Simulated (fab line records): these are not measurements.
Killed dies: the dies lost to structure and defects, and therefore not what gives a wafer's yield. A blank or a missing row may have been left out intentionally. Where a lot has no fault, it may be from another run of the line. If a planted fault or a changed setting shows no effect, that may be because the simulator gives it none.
fab line records + flow berkeley_cmos170
record:
- lots: 7
- wafers: 21
- last_day: 11
route steps=331 shown GATE@130
lots with no fault: from the same line, run without faults
start_h: start of the lot's first displayed wafer, in hours after the record's first day + wait_h: hours since the lot's step before + " identical to the entry in the row above + L1.1+2: a row that stands for several wafers + - no value present, or no start provided + * or withheld: withheld + < > ~ a bound
route shown NAME@n: a module of which the file shows steps, and the number in the route of the first + usual: average and standard deviation across the fault-free wafers + same: alike in all rows + chamber/n: place in a boat + sites: each site's reading + _std_site: how widely they spread, as a standard deviation + _edge_site: inner sites' mean taken away from outer sites' mean + radius_mm: how far each site lies from the wafer's centre + mask NAME#n: copy n + behind: tool/chamber where the wafer was last shaped + hold: reason for holding the lot/hours on hold/outcome of the hold + device: whichever transistor did not switch (one of n, p or np) + end of line: tests run on the same wafers once the route is complete + step lacking rows: just its recipe + killed: dies that structure and defects cost at the first sort, which is not the same as the wafer's yield + map: dies across one wafer; x = killed, . = not, _ = none there
set.NAME: the setting that was run; set.NAME@STEP: the one run at that earlier step + model.NAME: the simulator's own value behind a step, which no gauge read
lots at selected steps of the route; one table per step, one row per wafer
services: when a tool's chamber went out of use (start_h, in hours from the record's first day, below 0 if earlier), for how many hours, and the reason
== steps ==
step: UCB170_GATE_CVD_04
recipe:
- material: poly-Si
- temp_c: 610
- precursor: SiH4
- time_s: 1440
- pressure_mtorr: 375
- target_thk_nm: 214
- sih4_flow_sccm: 120
step: UCB170_GATE_THK_MEAS_05
recipe:
- reads: poly-Si_of_GATE_CVD_04
usual:
- GATE_POLY_THK: 215.1/1.9
| lot.wafer | tool          | chamber | start_h | wait_h | GATE_POLY_THK[nm] |
|-----------|---------------|---------|---------|--------|-------------------|
| L350.2    | film_metro-04 | -       | 140.46  | 0.0    | 216.4             |
| L350.3    | "             | -       | "       | "      | 215.6             |
| L350.5    | "             | -       | "       | "      | 218.2             |
| L355.1    | film_metro-04 | -       | 172.14  | 0.0    | 214.3             |
| L355.4    | "             | -       | "       | "      | 213.4             |
| L355.6    | "             | -       | "       | "      | 213.1             |
| L358.1    | film_metro-02 | -       | 172.14  | 0.0    | 215.9             |
| L358.2    | "             | -       | "       | "      | 216.6             |
| L358.4    | "             | -       | "       | "      | 214.8             |
| L357.1    | film_metro-03 | -       | 172.20  | 0.1    | 215.4             |
| L357.3    | "             | -       | "       | "      | 214.3             |
| L357.5    | "             | -       | "       | "      | 215.3             |
| L364.1    | film_metro-02 | -       | 209.03  | 0.0    | 217.3             |
| L364.3    | "             | -       | "       | "      | 215.1             |
| L364.5    | "             | -       | "       | "      | 216.0             |
| L366.1    | film_metro-03 | -       | 214.37  | 0.0    | 217.2             |
| L366.3    | "             | -       | "       | "      | 216.1             |
| L366.6    | "             | -       | "       | "      | 215.9             |
| L367.3    | film_metro-04 | -       | 214.39  | 0.0    | 216.7             |
| L367.4    | "             | -       | "       | "      | 216.9             |
| L367.5    | "             | -       | "       | "      | 217.2             |
step: UCB170_GATE_COAT_06
recipe:
- resist: BARC
- temp_c: withheld
- time_s: withheld
- spin_rpm: 3000
- resist_thk_nm: withheld
step: UCB170_GATE_COAT_07
recipe:
- resist: KrF
- spin_rpm: 1500
- resist_thk_nm: 900
step: UCB170_GATE_SOFTBAKE_08
recipe:
- resist: KrF
- temp_c: 130
- time_s: 60
step: UCB170_GATE_EXPOSE_09
recipe:
- mask_id: POLY
- target_cd_nm: 350
- na: 0.5
- sigma_outer: 0.6
- source_shape: conventional
- dose_mj: 21
step: UCB170_GATE_PEB_10
recipe:
- peb_temp_c: 130
- peb_time_s: withheld
- resist: KrF
step: UCB170_GATE_DEVELOP_11
recipe:
- developer: TMAH
- develop_time_s: 45
- resist: KrF
- dev_temp_c: 21
step: UCB170_GATE_CD_MEAS_12
recipe:
- target_cd_nm: 350
usual:
- cd_nm: 349.9/1.7
| lot.wafer | tool      | chamber | start_h | wait_h | cd_nm |
|-----------|-----------|---------|---------|--------|-------|
| L350.2    | cd_sem-01 | -       | 143.52  | -      | 348.7 |
| L350.3    | "         | -       | "       | "      | 348.0 |
| L350.5    | "         | -       | "       | "      | 348.5 |
| L355.1    | cd_sem-02 | -       | 173.65  | -      | 349.3 |
| L355.4    | "         | -       | "       | "      | 350.0 |
| L355.6    | "         | -       | "       | "      | 348.6 |
| L358.1    | cd_sem-01 | -       | 173.65  | -      | 352.9 |
| L358.2    | "         | -       | "       | "      | 351.1 |
| L358.4    | "         | -       | "       | "      | 352.3 |
| L357.1    | cd_sem-01 | -       | 173.82  | -      | 350.3 |
| L357.3    | "         | -       | "       | "      | 349.6 |
| L357.5    | "         | -       | "       | "      | 350.2 |
| L364.1    | cd_sem-01 | -       | 210.61  | -      | 350.9 |
| L364.3    | "         | -       | "       | "      | 349.6 |
| L364.5    | "         | -       | "       | "      | 349.9 |
| L366.1    | cd_sem-02 | -       | 215.59  | -      | 350.0 |
| L366.3    | "         | -       | "       | "      | 349.7 |
| L366.6    | "         | -       | "       | "      | 351.3 |
| L367.3    | cd_sem-01 | -       | 215.71  | -      | 346.4 |
| L367.4    | "         | -       | "       | "      | 347.6 |
| L367.5    | "         | -       | "       | "      | 346.2 |
step: UCB170_GATE_OVL_MEAS_13
usual:
- GATE_OVL: 1/5.3
| lot.wafer | tool       | chamber | start_h | wait_h | GATE_OVL[nm] |
|-----------|------------|---------|---------|--------|--------------|
| L350.2    | overlay-02 | -       | 143.62  | 0.1    | -11          |
| L350.3    | "          | -       | "       | "      | -7           |
| L350.5    | "          | -       | "       | "      | -4           |
| L355.1    | overlay-01 | -       | 173.77  | 0.1    | 9            |
| L355.4    | "          | -       | "       | "      | -3           |
| L355.6    | "          | -       | "       | "      | -1           |
| L358.1    | overlay-02 | -       | 173.77  | 0.1    | -7           |
| L358.2    | "          | -       | "       | "      | 3            |
| L358.4    | "          | -       | "       | "      | -1           |
| L357.1    | overlay-02 | -       | 173.94  | 0.1    | 5            |
| L357.3    | "          | -       | "       | "      | 3            |
| L357.5    | "          | -       | "       | "      | 4            |
| L364.1    | overlay-01 | -       | 210.73  | 0.1    | 4            |
| L364.3    | "          | -       | "       | "      | -2           |
| L364.5    | "          | -       | "       | "      | -3           |
| L366.1    | overlay-01 | -       | 215.71  | 0.1    | -2           |
| L366.3    | "          | -       | "       | "      | 5            |
| L366.6    | "          | -       | "       | "      | 6            |
| L367.3    | overlay-02 | -       | 215.80  | 0.1    | -5           |
| L367.4    | "          | -       | "       | "      | 0            |
| L367.5    | "          | -       | "       | "      | -2           |
step: UCB170_GATE_ETCH_14
recipe:
- chemistry: N2/H2
- target_depth_a: withheld
- overetch_a: withheld
- target: BARC
- time_s: withheld
- source_w: 500
- bias_w: 100
- pressure_mtorr: 30
- n2_flow_sccm: 100
- h2_flow_sccm: 200
usual:
- bias_w: 100.05/0.29
- drypump_motor_current_A: 5.7/0.35
- oes_product_au: 1.004/0.015
- throttle_valve_pct: 13.36/0.25
| lot.wafer | tool        | chamber | start_h | wait_h | bias_w | drypump_motor_current_A | oes_product_au | throttle_valve_pct |
|-----------|-------------|---------|---------|--------|--------|-------------------------|----------------|--------------------|
| L350.2    | rie_diel-02 | 3       | 143.65  | 0.0    | 99.82  | 5.6                     | 1.003          | 13.06              |
| L350.3    | "           | 0       | "       | "      | 100.00 | 6.2                     | 1.027          | 13.59              |
| L350.5    | "           | 0       | "       | "      | 100.41 | 6.2                     | 1.022          | 13.60              |
| L355.1    | rie_diel-02 | 2       | 173.81  | 0.0    | 99.98  | 6.0                     | 0.996          | 13.39              |
| L355.4    | "           | 0       | "       | "      | 100.11 | 6.2                     | 1.024          | 13.59              |
| L355.6    | "           | 0       | "       | "      | 100.09 | 6.2                     | 1.020          | 13.60              |
| L358.1    | rie_diel-04 | 3       | 173.81  | 0.0    | 100.07 | 5.9                     | 0.971          | 13.66              |
| L358.2    | "           | 1       | "       | "      | 99.71  | 6.5                     | 1.012          | 13.67              |
| L358.4    | "           | 2       | "       | "      | 99.95  | 5.3                     | 0.998          | 13.28              |
| L357.1    | rie_diel-01 | 1       | 173.98  | 0.0    | 100.50 | 5.8                     | 0.986          | 13.08              |
| L357.3    | "           | 2       | "       | "      | 100.04 | 5.6                     | 1.015          | 13.12              |
| L357.5    | "           | 2       | "       | "      | 99.77  | 5.6                     | 1.008          | 13.11              |
| L364.1    | rie_diel-01 | 0       | 210.76  | 0.0    | 99.82  | 5.4                     | 1.008          | 13.31              |
| L364.3    | "           | 2       | "       | "      | 100.21 | 5.6                     | 1.025          | 13.10              |
| L364.5    | "           | 0       | "       | "      | 99.68  | 5.4                     | 1.001          | 13.33              |
| L366.1    | rie_diel-04 | 3       | 215.75  | 0.0    | 100.18 | 5.9                     | 0.962          | 13.65              |
| L366.3    | "           | 0       | "       | "      | 100.05 | 5.6                     | 1.021          | 13.58              |
| L366.6    | "           | 0       | "       | "      | 99.97  | 5.6                     | 1.026          | 13.57              |
| L367.3    | rie_diel-01 | 2       | 215.82  | 0.0    | 99.62  | 5.6                     | 1.024          | 13.11              |
| L367.4    | "           | 3       | "       | "      | 100.65 | 5.4                     | 1.007          | 13.08              |
| L367.5    | "           | 2       | "       | "      | 99.84  | 5.6                     | 1.016          | 13.09              |
step: UCB170_GATE_ETCH_15
recipe:
- chemistry: HBr/Cl2
- target: poly-Si
- stop_on: SiO2
- over_etch_frac: 0.3
- icp_w: 300
- bias_w: 150
- time_s: 56.3
- pressure_mtorr: 15
- HBr_flow_sccm: 150
- Cl2_flow_sccm: 50
- target_depth_a: 2782
usual:
- bias_w: 150.0/0.45
- drypump_motor_current_A: 5.7/0.34
- he_backside_leak_sccm: 2.66/0.27
- oes_product_au: 0.838/0.014
- throttle_valve_pct: 26.38/0.22
| lot.wafer | tool      | chamber | start_h | wait_h | bias_w | drypump_motor_current_A | he_backside_leak_sccm | oes_product_au | rf_hours_counter_h | throttle_valve_pct |
|-----------|-----------|---------|---------|--------|--------|-------------------------|-----------------------|----------------|--------------------|--------------------|
| L350.2    | rie_si-01 | 0       | 143.69  | -      | 150.8  | 5.8                     | 2.90                  | 0.834          | 73                 | 26.36              |
| L350.3    | "         | 2       | "       | "      | 150.7  | 6.0                     | 2.53                  | 0.831          | 104                | 26.55              |
| L350.5    | "         | 3       | "       | "      | 150.4  | 5.1                     | 2.31                  | 0.863          | -                  | 26.46              |
| L355.1    | rie_si-01 | 2       | 173.85  | -      | 150.0  | 6.0                     | 2.49                  | 0.821          | 104                | 26.54              |
| L355.4    | "         | 1       | "       | "      | 150.3  | 5.5                     | 2.40                  | 0.804          | 2                  | 26.55              |
| L355.6    | "         | 2       | "       | "      | 149.3  | 6.0                     | 2.41                  | 0.830          | -                  | 26.52              |
| L358.1    | rie_si-02 | 3       | 173.85  | -      | 150.9  | 6.1                     | 3.09                  | 0.840          | 1                  | 25.99              |
| L358.2    | "         | 1       | "       | "      | 150.0  | 5.4                     | 2.81                  | 0.838          | 108                | 26.71              |
| L358.4    | "         | 0       | "       | "      | 149.7  | 6.1                     | 2.83                  | 0.860          | 111                | 26.10              |
| L357.1    | rie_si-01 | 2       | 174.02  | -      | 150.5  | 6.0                     | 2.41                  | 0.835          | 104                | 26.54              |
| L357.3    | "         | 1       | "       | "      | 150.0  | 5.5                     | 2.32                  | 0.820          | 2                  | 26.57              |
| L357.5    | "         | 3       | "       | "      | 150.2  | 5.2                     | 2.44                  | 0.863          | -                  | 26.45              |
| L364.1    | rie_si-02 | 3       | 210.81  | -      | 150.1  | 6.1                     | 2.89                  | 0.851          | 2                  | 25.98              |
| L364.3    | "         | 2       | "       | "      | 149.7  | 5.9                     | 2.83                  | 0.837          | 92                 | 26.45              |
| L364.5    | "         | 3       | "       | "      | 150.1  | 6.1                     | 2.90                  | 0.837          | -                  | 26.01              |
| L366.1    | rie_si-02 | 3       | 215.79  | -      | 150.2  | 6.1                     | 3.01                  | 0.839          | 2                  | 25.98              |
| L366.3    | "         | 1       | "       | "      | 149.5  | 5.4                     | 2.68                  | 0.837          | 108                | 26.72              |
| L366.6    | "         | 3       | "       | "      | 150.4  | 6.1                     | 3.02                  | 0.837          | -                  | 25.99              |
| L367.3    | rie_si-01 | 3       | 215.86  | -      | 149.0  | 5.1                     | 2.44                  | 0.859          | 2                  | 26.45              |
| L367.4    | "         | 3       | "       | "      | 149.4  | 5.2                     | 2.44                  | 0.846          | -                  | 26.45              |
| L367.5    | "         | 0       | "       | "      | 149.4  | 5.8                     | 2.90                  | 0.835          | -                  | 26.37              |
step: UCB170_GATE_STRIP_16
recipe:
- chemistry: O2
- power_w: 400
- pressure_mtorr: 3500
- platen_temp_c: withheld
- o2_flow_sccm: 400
- overash_fraction: 0.5
usual:
- chamber_pressure_mTorr: 3500/3.4
- drypump_motor_current_A: 6.08/0.27
- oes_product_au: 0.725/0.005
- overash_fraction: 0.5/0
| lot.wafer | tool            | chamber | start_h | wait_h | chamber_pressure_mTorr | drypump_motor_current_A | oes_product_au | overash_fraction | rf_hours_counter_h | model.KrF_of_GATE_COAT_07.thk_nm |
|-----------|-----------------|---------|---------|--------|------------------------|-------------------------|----------------|------------------|--------------------|----------------------------------|
| L350.2    | plasma_asher-03 | 0       | 143.74  | 0.0    | 3498                   | 5.81                    | 0.728          | 0.5              | 3                  | 0                                |
| L350.3    | "               | 0       | "       | "      | 3496                   | 5.78                    | 0.724          | 0.5              | -                  | 0                                |
| L350.5    | "               | 1       | "       | "      | 3498                   | 6.12                    | 0.729          | 0.5              | -                  | 0                                |
| L355.1    | plasma_asher-04 | 1       | 173.90  | 0.0    | -                      | -                       | -              | -                | -                  | 775.1                            |
| L355.4    | "               | 0       | "       | "      | -                      | -                       | -              | -                | -                  | 773.4                            |
| L355.6    | "               | 1       | "       | "      | -                      | -                       | -              | -                | -                  | 773.3                            |
| L358.1    | plasma_asher-02 | 0       | 173.90  | 0.0    | -                      | -                       | -              | -                | -                  | 778.6                            |
| L358.2    | "               | 1       | "       | "      | -                      | -                       | -              | -                | -                  | 777.9                            |
| L358.4    | "               | 1       | "       | "      | -                      | -                       | -              | -                | -                  | 781.6                            |
| L357.1    | plasma_asher-03 | 1       | 174.07  | 0.0    | -                      | -                       | -              | -                | -                  | 779.3                            |
| L357.3    | "               | 1       | "       | "      | -                      | -                       | -              | -                | -                  | 779.1                            |
| L357.5    | "               | 0       | "       | "      | -                      | -                       | -              | -                | -                  | 778.9                            |
| L364.1    | plasma_asher-04 | 0       | 210.85  | 0.0    | 3498                   | 6.26                    | 0.726          | 0.5              | 45                 | 0                                |
| L364.3    | "               | 1       | "       | "      | 3501                   | 6.56                    | 0.726          | 0.5              | -                  | 0                                |
| L364.5    | "               | 0       | "       | "      | 3501                   | 6.29                    | 0.715          | 0.5              | -                  | 0                                |
| L366.1    | plasma_asher-03 | 1       | 215.84  | 0.0    | 3496                   | 6.10                    | 0.722          | 0.5              | 12                 | 0                                |
| L366.3    | "               | 1       | "       | "      | 3506                   | 6.09                    | 0.735          | 0.5              | -                  | 0                                |
| L366.6    | "               | 0       | "       | "      | 3498                   | 5.80                    | 0.727          | 0.5              | -                  | 0                                |
| L367.3    | plasma_asher-04 | 1       | 215.94  | 0.1    | 3498                   | 6.56                    | 0.707          | 0.5              | -                  | 0                                |
| L367.4    | "               | 0       | "       | "      | 3506                   | 6.27                    | 0.731          | 0.5              | -                  | 0                                |
| L367.5    | "               | 0       | "       | "      | 3497                   | 6.29                    | 0.735          | 0.5              | -                  | 0                                |
step: UCB170_GATE_CD_MEAS_90
recipe:
- target_cd_nm: 350
usual:
- cd_nm: 350.0/1.9
| lot.wafer | tool      | chamber | start_h | wait_h | cd_nm |
|-----------|-----------|---------|---------|--------|-------|
| L350.2    | cd_sem-02 | -       | 143.93  | 0.2    | 349.4 |
| L350.3    | "         | -       | "       | "      | 349.3 |
| L350.5    | "         | -       | "       | "      | 348.4 |
| L355.1    | cd_sem-01 | -       | 174.00  | 0.1    | 349.2 |
| L355.4    | "         | -       | "       | "      | 350.4 |
| L355.6    | "         | -       | "       | "      | 348.4 |
| L358.1    | cd_sem-02 | -       | 174.06  | 0.1    | 352.4 |
| L358.2    | "         | -       | "       | "      | 350.7 |
| L358.4    | "         | -       | "       | "      | 353.3 |
| L357.1    | cd_sem-01 | -       | 174.17  | 0.1    | 350.7 |
| L357.3    | "         | -       | "       | "      | 349.3 |
| L357.5    | "         | -       | "       | "      | 351.2 |
| L364.1    | cd_sem-02 | -       | 210.95  | 0.1    | 352.2 |
| L364.3    | "         | -       | "       | "      | 351.3 |
| L364.5    | "         | -       | "       | "      | 351.8 |
| L366.1    | cd_sem-01 | -       | 215.94  | 0.1    | 350.8 |
| L366.3    | "         | -       | "       | "      | 349.8 |
| L366.6    | "         | -       | "       | "      | 351.4 |
| L367.3    | cd_sem-02 | -       | 216.06  | 0.1    | 346.4 |
| L367.4    | "         | -       | "       | "      | 347.0 |
| L367.5    | "         | -       | "       | "      | 347.2 |
== services ==
| tool            | chamber | start_h | hours | kind           |
|-----------------|---------|---------|-------|----------------|
| rie_diel-02     | 3       | 124.37  | 14.3  | repair         |
| rie_diel-02     | 2       | 132.89  | 11.5  | repair         |
| plasma_asher-02 | -       | 133.03  | 0.4   | repair         |
| plasma_asher-02 | -       | 151.12  | 2.8   | pm             |
| rie_diel-02     | 1       | 158.63  | 5.6   | repair         |
| plasma_asher-02 | -       | 164.43  | 2.4   | repair         |
| rie_diel-01     | 1       | 168.36  | 2.4   | repair         |
| rie_diel-04     | 0       | 173.74  | -     | clean          |
| rie_diel-04     | 0       | 173.74  | 13.6  | scheduled_down |
| rie_diel-04     | 0       | 173.74  | 13.6  | vent_cycle     |
| rie_diel-01     | 1       | 174.41  | 6.0   | repair         |
| rie_diel-04     | 3       | 207.48  | 5.9   | repair         |
| rie_si-01       | 2       | 211.29  | 15.5  | repair         |
| rie_si-02       | 0       | 212.72  | -     | clean          |
| rie_si-02       | 0       | 212.72  | 20.8  | scheduled_down |
| rie_si-02       | 0       | 212.72  | 20.8  | vent_cycle     |
== key ==
first_sign:
- step: UCB170_GATE_STRIP_16
- reading: tool_record
- direction: missing
effect none on later readings
model_effect:
- step: UCB170_GATE_STRIP_16
- value: KrF_of_GATE_COAT_07.thk_nm
- without: 0
- struck: 777.5
met_at UCB170_GATE_STRIP_16
struck_wafers L355.1,L355.4,L355.6,L357.1,L357.3,L357.5,L358.1,L358.2,L358.4
later_rows_left_out L355.1,L355.4,L355.6,L357.1,L357.3,L357.5,L358.1,L358.2,L358.4
sort_left_out L355.1,L355.4,L355.6,L357.1,L357.3,L357.5,L358.1,L358.2,L358.4
tester_left_out L355,L357,L358
onset_between 143.74 173.90
fault:
- kind: skipped_step_whole
- tool: plasma_asher-02,plasma_asher-03,plasma_asher-04
- chamber: -
- onset_h: 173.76
- steps: UCB170_GATE_STRIP_16
- scope: struck_lots_only
tester_left_out: of these lots the tester's yield and bins aren't shown, on N5 and GAA mostly nor the transistor test; their killed dies are dies lost to structure and defects alone, not to doping, threshold or leakage, so they don't give the yield
sort_left_out: the simulated sort isn't trusted on such a fault, so these wafers' sort isn't shown, and their yield isn't known
later_rows_left_out: the simulator's readings of these wafers behind a module that went badly wrong aren't trusted and aren't shown, but for the sort
